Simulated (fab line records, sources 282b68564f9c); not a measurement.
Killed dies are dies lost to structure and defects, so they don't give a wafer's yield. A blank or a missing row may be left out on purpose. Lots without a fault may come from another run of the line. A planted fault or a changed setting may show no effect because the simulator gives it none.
A struck lot beside a sound one | flow rit_cmos | 16 steps out of a route of 202
Sound: wafers L353.2, L353.3, L353.6. Struck: wafers L369.2, L369.3, L369.5. The cause comes at the end.
At each step with rows: each side's tool, then ch and its chambers, then its first start. Under that, the readings that differ: sound wafers | struck wafers | difference of the means | sigmas: that difference in standard deviations of wafers without a fault.
alike: readings whose means differ by less than 2 such deviations, and words and numbers that are the same on both sides. not compared: withheld readings, readings that some wafer has no value for, bounds like >300 that may hide the same value, and numbers for which the record gives no deviation and whose values overlap.
The two part at a step that has a row with sigmas, a row that says differs or no value, or rows on one side only. Numbers that don't overlap but have no deviation are shown without sigmas and don't part them. A reading that every wafer of one side lacks parts them only if that side has two wafers or more.

RIT_FOX2_THK_MEAS_01:
  sound on film_metro-04, day 2 17:02; struck on film_metro-01, day 6 06:30
  alike: FOX2_OXIDE_THK
then, 2 steps without rows for these wafers: RIT_FOX2_CLEAN_02 (cleans in dHF, time 180 s); RIT_FOX2_WET_ETCH_03 (etches Si3N4 in H3PO4, target depth 195 nm, time 2700 s).
RIT_FOX2_THK_MEAS_90:
  sound on film_metro-01, day 2 17:55; struck on film_metro-03, day 6 07:23
  alike: FIELD_OXIDE_LEFT_1_THK
then, 6 steps without rows for these wafers: RIT_NWELL_HMDS_00 (prime time 60 s); RIT_NWELL_COAT_01 (resist thk 1300 nm); RIT_NWELL_SOFTBAKE_02 (time 60 s); RIT_NWELL_EXPOSE_03 (exposes mask M2, target cd 43900 nm); RIT_NWELL_PEB_04; RIT_NWELL_DEVELOP_05 (develop time 68 s).
RIT_NWELL_OVL_MEAS_06:
  sound on overlay-01, day 2 19:04; struck on overlay-01, day 6 08:26
  alike: NWELL_OVL
then, 1 step without rows for these wafers: RIT_NWELL_HARDBAKE_07 (time 120 s).
RIT_NWELL_IMPLANT_08:
  sound on implanter-03 ch 0, day 2 19:22; struck on implanter-01 ch 0, day 6 08:45
  reading                   | sound                | struck               | difference | sigmas
  beam_energy_keV           | 170.03 170.01 169.98 | 139.50 139.43 139.47 | -30.54     | -99 or more
  model.implant.rp_nm (nm)  | 221.8 221.8 221.8    | 172.1 172.1 172.1    | -49.7      |
  model.implant.drp_nm (nm) | 68.82 68.82 68.82    | 59.23 59.23 59.23    | -9.59      |
RIT_NWELL_STRIP_09: strips in O2, time 180 s.
  sound on plasma_asher-03 ch 0,1, day 2 19:30; struck on plasma_asher-01 ch 0,1, day 6 08:52
  reading                     | sound       | struck      | difference | sigmas
  drypump_motor_current_A (A) | 6.4 6.4 5.9 | 4.7 6.0 4.8 | -1.1       | -2
  alike: rf_refl_power_W
  not compared: rf_hours_counter_h
RIT_NWELL_TW_MEAS_10:
  sound on film_metro-03, day 2 19:41; struck on film_metro-03, day 6 09:04
  reading  | sound          | struck         | difference | sigmas
  NWELL_TW | 2171 2172 2169 | 2070 2097 2100 | -82        | -3
  not compared: hold
-- the record jumps here: 2 days lie between the struck wafers' starts before and after (it left off in module NWELL and takes up again in module M1, whose first step shown is number 202 of the route) --
RIT_M1_PROBE_99:
  sound on prober-02, day 4 10:42; struck on prober-01, day 8 13:43
  reading                                 | sound                   | struck                  | difference | sigmas
  model.etest.nwell_pinched.rs_ohm_sq     | 335.2 337.1 335.6       | 350.5 349.9 349.3       | +13.9      |
  model.etest.well_edge_right.line_ohm_um | 181.2 179.3 180.4       | 188.2 186.3 185         | +6.2       |
  model.etest.well_edge_left.line_ohm_um  | 182.7 180.7 181.9       | 186.9 183.7 185.9       | +3.7       |
  model.etest.field_p_metal.vt_v (V)      | -30.81 -31.04 -31.5     | -25.96 -25.46 -26.11    | +5.27      |
  model.etest.field_p.vt_v (V)            | -13.36 -13.36 -13.4     | -11.25 -11.08 -11.24    | +2.18      |
  model.etest.iso_nwell_nwell.bv_v (V)    | 22.06 22.09 22.03       | 22.88 22.74 22.7        | +0.71      |
  model.etest.pmos_narrow.vt_less_v (V)   | 0.01979 0.01937 0.01737 | 0.02675 0.03028 0.02869 | +0.00973   |
  alike: killed_at_contacts, killed_at_front_end, killed_dies, killed_open, killed_short

WHERE THEY PART
First at RIT_NWELL_IMPLANT_08; last, within this record, at RIT_NWELL_TW_MEAS_10. Later steps at which nothing parts them and some readings are alike: RIT_M1_PROBE_99.

WHY: what the simulator had put in
Process parameter drift: implanter-01, from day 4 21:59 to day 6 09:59, at RIT_NWELL_IMPLANT_08. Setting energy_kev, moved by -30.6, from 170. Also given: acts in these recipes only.
